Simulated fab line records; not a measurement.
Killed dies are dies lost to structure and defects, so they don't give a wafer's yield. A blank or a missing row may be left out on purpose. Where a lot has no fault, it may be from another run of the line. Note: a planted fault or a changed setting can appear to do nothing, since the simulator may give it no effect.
Struck lot and sound lot, side by side -- flow berkeley_cmos170 -- 16 steps out of a route of 331
Sound: the wafers L459.1, L459.3, L459.5. Wafers L467.2, L467.3, L467.4 were the ones struck. Last of all comes the cause.
Per side, at each step with rows, come the tool, then ch with its chambers, and then its first start. Under that, the readings that differ: sound wafers -- struck wafers -- difference of the means -- sigmas: that difference in standard deviations of wafers without a fault.
alike: words and numbers the same on both sides, and readings whose means are apart by under 2 such deviations; not compared: readings that were withheld, readings missing a value for some wafer, numbers with overlapping values and no deviation given by the record, and bounds like >300 which may hide the same value.
A row with sigmas, a row that says differs or no value, or rows on one side alone: a step with any of these is where the two part. Numbers that have no deviation but don't overlap get no sigmas and don't part them. A reading that every wafer of one side lacks parts them only if that side has two wafers or more.

first, 5 steps without rows for these wafers: UCB170_M1_COAT_04 (resist thk 900 nm); UCB170_M1_SOFTBAKE_05 (time 60 s); UCB170_M1_EXPOSE_06 (exposes mask METAL1, target cd 700 nm); UCB170_M1_PEB_07; UCB170_M1_DEVELOP_08 (develop time 45 s).
UCB170_M1_CD_MEAS_09: target cd 700 nm.
  sound on cd_sem-02 at day 9 11:39; struck on cd_sem-01 at day 12 00:09
  alike: cd_nm
UCB170_M1_OVL_MEAS_10:
  sound on overlay-02 at day 9 11:46; struck on overlay-02 at day 12 00:16
  alike: M1_OVL
UCB170_M1_ETCH_11: etches BARC in N2/H2.
  sound on rie_diel-01 ch 1,2,3, day 9 11:48; struck on rie_diel-01 ch 0,1,2, day 12 00:17
  alike: drypump_motor_current_A, h2_flow_sccm, oes_product_au, throttle_valve_pct
UCB170_M1_METAL_ETCH_12: etches Al in Cl2/BCl3, stops on PSG, target depth 780 nm, time 130 s.
  sound on rie_metal-03 ch 0,1, day 9 11:51; struck on rie_metal-02 ch 0,1, day 12 00:20
  alike: drypump_motor_current_A, oes_product_au, throttle_valve_pct
  not compared: rf_hours_counter_h
UCB170_M1_STRIP_13: strips in O2.
  sound on plasma_asher-01 ch 0,1, day 9 11:59; struck on plasma_asher-04 ch 0,1, day 12 00:28
  alike: drypump_motor_current_A, oes_product_au
  not compared: rf_hours_counter_h
UCB170_M1_CD_MEAS_90: target cd 700 nm.
  sound on cd_sem-02 at day 9 12:05; struck on cd_sem-01 at day 12 00:35
  alike: cd_nm
then, 1 step without rows for these wafers: UCB170_M1_ANNEAL_14 (time 1200 s).
UCB170_V1_CVD_00: deposits SiO2 from TEOS/O2, target thk 2000 nm, time 250 s.
  sound on pecvd-02 ch 0,1, day 9 13:32; struck on pecvd-02 ch 1,2, day 12 02:20
  alike: heater_power_w
UCB170_V1_THK_MEAS_01:
  sound on film_metro-01 at day 9 13:41; struck on film_metro-04 at day 12 02:31
reading,sound,struck,difference,sigmas
V1_TEOS_THK (nm),1975 2002 2032,3975 3923 4071,+1987,+76
UCB170_V1_CMP_02: polishes SiO2.
  sound on cmp-02 ch 0,3, day 9 13:45; struck on cmp-01 ch 1,2,3, day 12 03:17
  alike: motor_current_A
UCB170_M3_PROBE_99:
  sound wafers here have rows in the record (prober-02, day 10 01:46); struck ones have none

WHERE THEY PART
At UCB170_V1_THK_MEAS_01 first; at UCB170_M3_PROBE_99 last (within this record only).

WHY: the cause the simulator had injected
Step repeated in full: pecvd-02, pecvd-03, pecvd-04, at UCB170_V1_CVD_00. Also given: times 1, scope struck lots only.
